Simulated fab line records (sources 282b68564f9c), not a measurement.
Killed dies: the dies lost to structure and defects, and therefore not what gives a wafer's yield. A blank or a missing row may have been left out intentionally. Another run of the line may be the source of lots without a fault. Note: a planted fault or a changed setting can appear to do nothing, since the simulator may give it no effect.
Lot-split experiment -- flow rit cmos -- 23 wafers read from 5 lots, route of 202 steps

SPLIT DETAILS
At RIT_NSD_IMPLANT_08, the setting energy kev was moved away from the recipe's 25 on 6 of the 23 wafers read, by -2.2% to +5.3%. This setting was run at the recipe's value on the other wafers.

Reading taken at the split's own step.

THE READING
implant.drp nm (the simulator's own value, which no gauge read), in nm, at RIT_NSD_IMPLANT_08. The file gives no usual value for it.

wafer,"tool, chamber at the split",energy kev as run,against the recipe,"implant.drp nm, nm",against lot-mates on the recipe
L074.1,"implanter-03, 0",25,recipe,14.84,-
L074.3,"implanter-03, 0",25,recipe,14.84,-
L074.5,"implanter-03, 0",25,recipe,14.84,-
L075.1,"implanter-01, 0",25,recipe,14.84,-
L075.5,"implanter-01, 0",25,recipe,14.84,-
L075.2,"implanter-01, 0",26.33,+5.3%,15.31,+0.47
L075.4,"implanter-01, 0",26.33,+5.3%,15.31,+0.47
L075.6,"implanter-01, 0",26.33,+5.3%,15.31,+0.47
L077.1,"implanter-02, 0",24.44,-2.2%,14.64,-0.20
L077.2,"implanter-02, 0",24.44,-2.2%,14.64,-0.20
L077.4,"implanter-02, 0",24.44,-2.2%,14.64,-0.20
L077.3,"implanter-02, 0",25,recipe,14.84,-
L077.5,"implanter-02, 0",25,recipe,14.84,-
L081.1,"implanter-03, 0",25,recipe,14.84,-
L081.2,"implanter-03, 0",25,recipe,14.84,-
L081.3,"implanter-03, 0",25,recipe,14.84,-
L081.5,"implanter-03, 0",25,recipe,14.84,-
L081.6,"implanter-03, 0",25,recipe,14.84,-
L083.1,"implanter-03, 0",25,recipe,14.84,-
L083.2,"implanter-03, 0",25,recipe,14.84,-
L083.3,"implanter-03, 0",25,recipe,14.84,-
L083.4,"implanter-03, 0",25,recipe,14.84,-
L083.5,"implanter-03, 0",25,recipe,14.84,-

FIT RESULTS
A straight line over all 23 wafers: implant.drp nm changes by +0.0885 nm for each +1% of energy kev; r = +1.00; the points scatter about the line by 0.00064 nm.
The same after taking each lot's own level away (the mean of its wafers on the recipe; 23 wafers): +0.0885 nm for each +1%; r = +1.00; scatter 0.00064 nm.
The reading moves by 0.47 nm for the largest change in energy kev, on that fit.
The lots' own levels span 14.840 to 14.840 nm.
The two slopes agree, so the slope changes little with the lot-to-lot level.
Check: with one of the wafers moved furthest among these (+5.3%) left out of the fit, the line predicts +0.471 nm for it against its lot-mates. Against them it came out at +0.47 nm.

OTHER SPLITS APPLIED TO THESE WAFERS
Before the reading, these wafers also passed through other splits. Each is held against what the fit with the lots' levels taken away leaves over:
other split on the same wafers,wafers away from the commonest value,r with implant.drp nm (lot level and that fit taken away)
RIT_PLDD_HARDBAKE_07 temp c,5,+0.52
RIT_NSD_SOFTBAKE_02 temp c,8,-0.26

THE WHOLE CHAIN: every reading that the file lists as answering this split, in the file's order
step,what it does,reading,change (the file's fit),r (the file's)
RIT_NSD_IMPLANT_08,,"implant.rp nm (the simulator's own value, which no gauge read)",+0.217 nm for each +1% of the setting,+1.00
RIT_NSD_IMPLANT_08,,"implant.drp nm (the simulator's own value, which no gauge read)",+0.0888 nm for each +1% of the setting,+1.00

FILE'S OWN FIT
implant.drp nm changes by +0.0888 nm for each +1% of energy kev, r = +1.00.
